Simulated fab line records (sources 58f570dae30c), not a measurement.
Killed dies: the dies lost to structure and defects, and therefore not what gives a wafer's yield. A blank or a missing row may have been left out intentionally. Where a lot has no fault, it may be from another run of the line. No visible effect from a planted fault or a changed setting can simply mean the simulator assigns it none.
Chamber matching    flow berkeley cmos170    UCB170_GATE_ETCH_15 on rie si-02 has 4 sister chambers
The step etches poly-Si in HBr/Cl2, stops on SiO2, time 56.3 s, target depth 278.2 nm. 8 wafers are shown with their chamber, then 7 later ones without.

## WAFERS WITH THEIR CHAMBER
wafer   chamber  drypump motor current A (A)  throttle valve pct (%)
L831.1  3        5.8                          26.65
L832.4  3        5.8                          26.64
L832.6  1        6.5                          26.49
L834.4  2        5.7                          26.49
L840.5  0        5.9                          26.56
L840.6  1        6.5                          26.47
L848.3  2        5.6                          26.56
L848.4  0        5.9                          26.55

## WAFERS MISSING THEIR CHAMBER
wafer   drypump motor current A (A)  throttle valve pct (%)
L848.6  5.9                          26.57
L850.2  5.8                          26.63
L850.4  5.9                          26.56
L850.5  6.5                          26.46
L851.1  6.5                          26.49
L851.2  5.9                          26.56
L851.3  5.8                          26.63

## WHICH CHAMBER EACH WENT THROUGH
wafer   from the rows above  in truth
L848.6  0                    0
L850.2  3                    3
L850.4  0                    0
L850.5  1                    1
L851.1  1                    1
L851.2  0                    0
L851.3  3                    3
Placed correctly: 7 of 7. Not placeable from these rows: 0. Wrongly placed: 0.
How it was worked out, from the rows above alone: a wafer's distance from a chamber is the root of the sum, over the readings, of the square of ((its reading less the chamber's mean) divided by the reading's scatter). If the next closest chamber is less than 2 further off than the closest, the wafer can't be placed; otherwise it belongs to the closest. The mean given for a chamber averages the wafers shown for that chamber. The scatter: take each reading less its chamber's mean, square it, sum over the shown wafers, divide by the number of wafers less the number of chambers, and take the root.
